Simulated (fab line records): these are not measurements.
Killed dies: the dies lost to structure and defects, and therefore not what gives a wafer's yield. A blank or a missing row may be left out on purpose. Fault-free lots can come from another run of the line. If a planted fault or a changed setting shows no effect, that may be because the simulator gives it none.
fab line records    flow rit_cmos
record lots=13  wafers=39  last_day=8
route steps=202 shown NRETRO@56 M1@202
lots with no fault: from the same line, run without faults
start_h: hours from the record's opening day to when the first of the lot's shown wafers began    wait_h: time in hours since the lot's previous step    " same as the row above    L1.1+2: a row that stands for several wafers    - no value, or no start was given    * or withheld: withheld    < > ~ a bound
route shown NAME@n: names a module that has steps shown in the file, with the first one's number in the route    usual: mean/standard deviation taken from wafers without a fault    same: alike in all rows    chamber/n: place in a boat    sites: the reading at each site    _std_site: the standard deviation of these    _edge_site: outer sites' mean less inner sites'    radius_mm: for every site, how far away it sits from the centre of the wafer    mask NAME#n: copy n    behind: the tool/chamber that last shaped the wafer    hold: why the lot went on hold/how many hours it stayed there/how the hold came to an end    device: which transistor (n, p or np) failed to switch    end of line: the route-end tests of the same wafers    for a step that has no rows: nothing shown but its recipe    killed: dies lost to structure and defects at the first sort, not the wafer's yield    map: dies across one wafer; x = killed, . = not, _ = none there
set.NAME: the setting as run; set.NAME@STEP: as run at that earlier step    model.NAME: the simulator's own value behind a step, which no gauge read
the route's steps for a sample of lots (tables are steps, rows are wafers)
services: the hour from which a tool's chamber was out of use, counted from the record's first day as start_h (under 0 if before that day), plus the number of hours and why
## steps
# step RIT_NRETRO_EXPOSE_03
# recipe mask_id=M4  na=0.57  target_cd_nm=43900  dose_mj=250
lot.wafer   tool              chamber  start_h  wait_h  mask
L137.2+4+6  iline_stepper-02  0        30.72    0.3     M4#0
L139.1+5+6  iline_stepper-02  0        39.14    0.1     M4#0
L141.1+3+5  iline_stepper-01  0        57.06    0.1     M4#0
L142.1+2+4  iline_stepper-01  0        62.14    0.1     M4#0
L144.1+3+4  iline_stepper-02  0        73.11    0.1     M4#0
L145.1+2+4  iline_stepper-02  0        74.61    0.1     M4_R1#0
L146.1+2+4  iline_stepper-02  0        79.69    0.1     M4#0
L150.2+4+5  iline_stepper-02  0        95.85    0.2     M4#0
L156.1+4+6  iline_stepper-02  0        127.42   0.1     M4#0
L157.1+3+4  iline_stepper-02  0        131.18   0.1     M4#0
L158.1+3+5  iline_stepper-02  0        135.38   0.1     M4#0
L159.3+4+5  iline_stepper-02  0        140.12   0.1     M4#0
L160.2+5+6  iline_stepper-02  0        145.74   0.1     M4#0
# step RIT_M1_PROBE_99
# usual killed_at_front_end=6.8/3  killed_dies=6.9/3  killed_open=3.3/1.9  killed_short=3.6/1.9
# same gross_dies=264  killed_at_M0_to_M3=0  killed_at_M4_up=0  killed_at_back_side=0  killed_at_contacts=0  killed_at_other=0
lot.wafer  tool       chamber  start_h  wait_h  killed_at_front_end  killed_dies  killed_open  killed_short
L137.2     prober-02  -        65.14    0.1     3                    3            1            2
L137.4     prober-02  -        65.24    0.2     0                    0            0            0
L137.6     prober-02  -        65.34    0.2     5                    5            3            2
L146.1     prober-02  -        109.21   0.1     4                    4            2            2
L146.2     prober-02  -        109.26   0.1     4                    4            2            2
L146.4     prober-02  -        109.36   0.2     11                   11           4            7
L156.1     prober-01  -        163.09   0.1     6                    6            2            4
L156.4     prober-01  -        163.24   0.2     3                    3            0            3
L156.6     prober-01  -        163.34   0.2     7                    7            1            6
L157.1     prober-02  -        164.59   0.1     5                    5            2            3
L157.3     prober-02  -        164.69   0.2     5                    5            1            4
L157.4     prober-02  -        164.74   0.2     4                    4            4            0
L158.1     prober-01  -        166.13   0.1     6                    6            1            5
L158.3     prober-01  -        166.23   0.2     8                    8            4            4
L158.5     prober-01  -        166.33   0.2     3                    3            2            1
# killed by level:class
L137.2 FOX2:geometric_particle:open=1 GATE:geometric_particle:short=1 REOX:geometric_particle:short=1
L137.6 FOX2:geometric_particle:open=2 GATE:geometric_particle:short=1 REOX:geometric_particle:short=1 REOX:geometric_particle:open=1
L146.1 FOX1:geometric_particle:open=2 GATE:geometric_particle:short=1 REOX:geometric_particle:short=1
L146.2 GATE:geometric_particle:short=2 FOX1:geometric_particle:open=1 SILICIDE:geometric_particle:open=1
L146.4 GATE:geometric_particle:short=2 REOX:geometric_particle:short=2 ACTIVE:geometric_particle:short=1 GATE:geometric_particle:open=1 REOX:geometric_particle:open=1 SPACER:geometric_particle:open=1 SPACER:geometric_particle:short=1 SILICIDE:geometric_particle:open=1
L156.1 FOX2:geometric_particle:short=1 GATE:geometric_particle:short=1 GATE:geometric_particle:open=1 REOX:geometric_particle:short=1 SILICIDE:geometric_particle:open=1 SILICIDE:geometric_particle:short=1
L156.4 GATE:geometric_particle:short=3
L156.6 REOX:geometric_particle:short=2 SPACER:geometric_particle:short=2 GATE:geometric_particle:short=1 SILICIDE:geometric_particle:short=1 SILICIDE:geometric_particle:open=1
L157.1 REOX:geometric_particle:short=2 REOX:geometric_particle:open=1 SPACER:geometric_particle:short=1 SPACER:geometric_particle:open=1
L157.3 FOX2:geometric_particle:open=1 FOX2:geometric_particle:short=1 REOX:geometric_particle:short=1 SPACER:geometric_particle:short=1 SILICIDE:geometric_particle:short=1
L157.4 GATE:geometric_particle:open=2 ACTIVE:geometric_particle:open=1 SPACER:geometric_particle:open=1
L158.1 FOX1:geometric_particle:short=3 GATE:geometric_particle:short=2 SILICIDE:geometric_particle:open=1
L158.3 GATE:geometric_particle:short=3 GATE:geometric_particle:open=2 REOX:geometric_particle:open=1 REOX:geometric_particle:short=1 SILICIDE:geometric_particle:open=1
L158.5 GATE:geometric_particle:short=1 REOX:geometric_particle:open=1 SPACER:geometric_particle:open=1
## services
tool              chamber  start_h  hours  kind
iline_stepper-02  -        8.78     4.4    pm
iline_stepper-02  -        25.70    1.8    repair
iline_stepper-01  -        27.52    4.3    pm
iline_stepper-01  -        119.09   28.9   pm
## key
first_sign step=RIT_NRETRO_EXPOSE_03  reading=mask  direction=changed
effect none on later readings
met_at RIT_NRETRO_EXPOSE_03
struck_lots L145
tester_left_out L145
onset_between 73.11 74.61
fault kind=wrong_mask  tool=any  chamber=-  onset_h=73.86  steps=RIT_NRETRO_EXPOSE_03  aux_copy=M4_R1#0  cd_offset_nm=300  scope=struck_lots_only
# tester_left_out: of these lots the tester's yield and bins aren't shown, on N5 and GAA mostly nor the transistor test; their killed dies are dies lost to structure and defects alone, not to doping, threshold or leakage, so they don't give the yield
